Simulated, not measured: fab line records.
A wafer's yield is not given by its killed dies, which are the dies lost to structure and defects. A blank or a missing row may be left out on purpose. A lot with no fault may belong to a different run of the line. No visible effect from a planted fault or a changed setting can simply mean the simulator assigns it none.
fab line records || flow ritCmos
record {"lots": 5, "wafers": 23}
route steps=202 shown M1@192
startH: hours from the record's opening day to when the first of the lot's shown wafers began || waitH: time in hours since the lot's previous step || " repeats the value in the row above || L1.1+2: several wafers, shown together as one row || - either no value or no given start || * or withheld: withheld || < > ~ a bound
route shown NAME@n: NAME is a module with steps in the file, n the number in the route of the first one || usual: mean/standard deviation taken from wafers without a fault || same: alike in all rows || chamber/n: place in a boat || sites: readings site by site || _std_site: standard deviation across them || _edge_site: outer sites' mean less inner sites' || radiusMm: how far each site lies from the wafer's centre || mask NAME#n: copy n || behind: the last tool/chamber to shape the wafer || hold: cause of the lot's hold/its duration in hours/its outcome || device: the transistor (n, p or np) that didn't switch || end of line: at the end of the route, the tests of the same wafers || a step given without rows: its recipe and nothing more || killed: count of dies lost to structure and defects at first sort (not the wafer's yield) || map: dies across one wafer; x = killed, . = not, _ = none there
set.NAME: the setting the step ran with; set.NAME@STEP: the setting that earlier step ran with || model.NAME: the simulator's own value behind a step, which no gauge read
one table per step and one row per wafer, for lots whose settings were changed on purpose
## steps
# step RIT_M1_DEVELOP_08
# recipe {"resist": "NOVOLAK", "developTimeS": 68, "devTempC": 23}
{"lot.wafer": "L076.1+4+6", "tool": "lithoTrack-02", "chamber": 0, "startH": "-", "waitH": "-", "set.developTimeS": 68}
{"lot.wafer": "L076.2+5", "tool": "lithoTrack-02", "chamber": 0, "startH": "-", "waitH": "-", "set.developTimeS": 63.48}
{"lot.wafer": "L078.1+3", "tool": "lithoTrack-03", "chamber": 0, "startH": "-", "waitH": "-", "set.developTimeS": 68}
{"lot.wafer": "L078.4+5+6", "tool": "lithoTrack-03", "chamber": 0, "startH": "-", "waitH": "-", "set.developTimeS": 73.32}
{"lot.wafer": "L080.1+4+5", "tool": "lithoTrack-01", "chamber": 0, "startH": "-", "waitH": "-", "set.developTimeS": 60.04}
{"lot.wafer": "L080.2+6", "tool": "lithoTrack-01", "chamber": 0, "startH": "-", "waitH": "-", "set.developTimeS": 68}
{"lot.wafer": "L083.1+2+6", "tool": "lithoTrack-01", "chamber": 0, "startH": "-", "waitH": "-", "set.developTimeS": 68}
{"lot.wafer": "L081.1+4+5", "tool": "lithoTrack-01", "chamber": 0, "startH": "-", "waitH": "-", "set.developTimeS": 68}
{"lot.wafer": "L081.3+6", "tool": "lithoTrack-01", "chamber": 0, "startH": "-", "waitH": "-", "set.developTimeS": 76.17}
# step RIT_M1_HARDBAKE_11
# recipe {"resist": "NOVOLAK", "tempC": 140, "timeS": 120}
{"lot.wafer": "L076.1", "tool": "lithoTrack-01", "chamber": 0, "startH": 69.85, "waitH": 0.0, "set.resistThkNm@M1_COAT_04": 1300, "model.NOVOLAK_of_M1_COAT_04.thkNm": 1143}
{"lot.wafer": "L076.2+6", "tool": "lithoTrack-01", "chamber": 0, "startH": 69.85, "waitH": 0.0, "set.resistThkNm@M1_COAT_04": 1225, "model.NOVOLAK_of_M1_COAT_04.thkNm": 1075}
{"lot.wafer": "L076.4", "tool": "lithoTrack-01", "chamber": 0, "startH": 69.85, "waitH": 0.0, "set.resistThkNm@M1_COAT_04": 1300, "model.NOVOLAK_of_M1_COAT_04.thkNm": 1139}
{"lot.wafer": "L076.5", "tool": "lithoTrack-01", "chamber": 0, "startH": 69.85, "waitH": 0.0, "set.resistThkNm@M1_COAT_04": 1300, "model.NOVOLAK_of_M1_COAT_04.thkNm": 1141}
{"lot.wafer": "L078.1+5", "tool": "lithoTrack-01", "chamber": 0, "startH": 78.37, "waitH": 0.0, "set.resistThkNm@M1_COAT_04": 1300, "model.NOVOLAK_of_M1_COAT_04.thkNm": 1136}
{"lot.wafer": "L078.3+6", "tool": "lithoTrack-01", "chamber": 0, "startH": 78.37, "waitH": 0.0, "set.resistThkNm@M1_COAT_04": 1340, "model.NOVOLAK_of_M1_COAT_04.thkNm": 1174}
{"lot.wafer": "L078.4", "tool": "lithoTrack-01", "chamber": 0, "startH": 78.37, "waitH": 0.0, "set.resistThkNm@M1_COAT_04": 1300, "model.NOVOLAK_of_M1_COAT_04.thkNm": 1137}
{"lot.wafer": "L080.1", "tool": "lithoTrack-02", "chamber": 0, "startH": 86.69, "waitH": 0.0, "set.resistThkNm@M1_COAT_04": 1300, "model.NOVOLAK_of_M1_COAT_04.thkNm": 1137}
{"lot.wafer": "L080.2", "tool": "lithoTrack-02", "chamber": 0, "startH": 86.69, "waitH": 0.0, "set.resistThkNm@M1_COAT_04": 1237, "model.NOVOLAK_of_M1_COAT_04.thkNm": 1080}
{"lot.wafer": "L080.4", "tool": "lithoTrack-02", "chamber": 0, "startH": 86.69, "waitH": 0.0, "set.resistThkNm@M1_COAT_04": 1300, "model.NOVOLAK_of_M1_COAT_04.thkNm": 1132}
{"lot.wafer": "L080.5", "tool": "lithoTrack-02", "chamber": 0, "startH": 86.69, "waitH": 0.0, "set.resistThkNm@M1_COAT_04": 1237, "model.NOVOLAK_of_M1_COAT_04.thkNm": 1082}
{"lot.wafer": "L080.6", "tool": "lithoTrack-02", "chamber": 0, "startH": 86.69, "waitH": 0.0, "set.resistThkNm@M1_COAT_04": 1237, "model.NOVOLAK_of_M1_COAT_04.thkNm": 1078}
{"lot.wafer": "L083.1+2", "tool": "lithoTrack-02", "chamber": 0, "startH": 101.73, "waitH": 0.0, "set.resistThkNm@M1_COAT_04": 1300, "model.NOVOLAK_of_M1_COAT_04.thkNm": 1133}
{"lot.wafer": "L083.6", "tool": "lithoTrack-02", "chamber": 0, "startH": 101.73, "waitH": 0.0, "set.resistThkNm@M1_COAT_04": 1300, "model.NOVOLAK_of_M1_COAT_04.thkNm": 1138}
{"lot.wafer": "L081.1", "tool": "lithoTrack-03", "chamber": 0, "startH": 108.73, "waitH": 0.3, "set.resistThkNm@M1_COAT_04": 1300, "model.NOVOLAK_of_M1_COAT_04.thkNm": 1138}
{"lot.wafer": "L081.3", "tool": "lithoTrack-03", "chamber": 0, "startH": 108.73, "waitH": 0.3, "set.resistThkNm@M1_COAT_04": 1300, "model.NOVOLAK_of_M1_COAT_04.thkNm": 1139}
{"lot.wafer": "L081.4", "tool": "lithoTrack-03", "chamber": 0, "startH": 108.73, "waitH": 0.3, "set.resistThkNm@M1_COAT_04": 1300, "model.NOVOLAK_of_M1_COAT_04.thkNm": 1137}
{"lot.wafer": "L081.5", "tool": "lithoTrack-03", "chamber": 0, "startH": 108.73, "waitH": 0.3, "set.resistThkNm@M1_COAT_04": 1329, "model.NOVOLAK_of_M1_COAT_04.thkNm": 1164}
{"lot.wafer": "L081.6", "tool": "lithoTrack-03", "chamber": 0, "startH": 108.73, "waitH": 0.3, "set.resistThkNm@M1_COAT_04": 1329, "model.NOVOLAK_of_M1_COAT_04.thkNm": 1165}
## key
split {"step": "RIT_M1_DEVELOP_08", "setting": "developTimeS", "stated": 68, "by": "wafer"}
response none clear
split outsideThisFile step=RIT_M1_COAT_04 setting=resistThkNm
# split outsideThisFile: this setting was split too, and the file shows its column; the key of that split is in another file
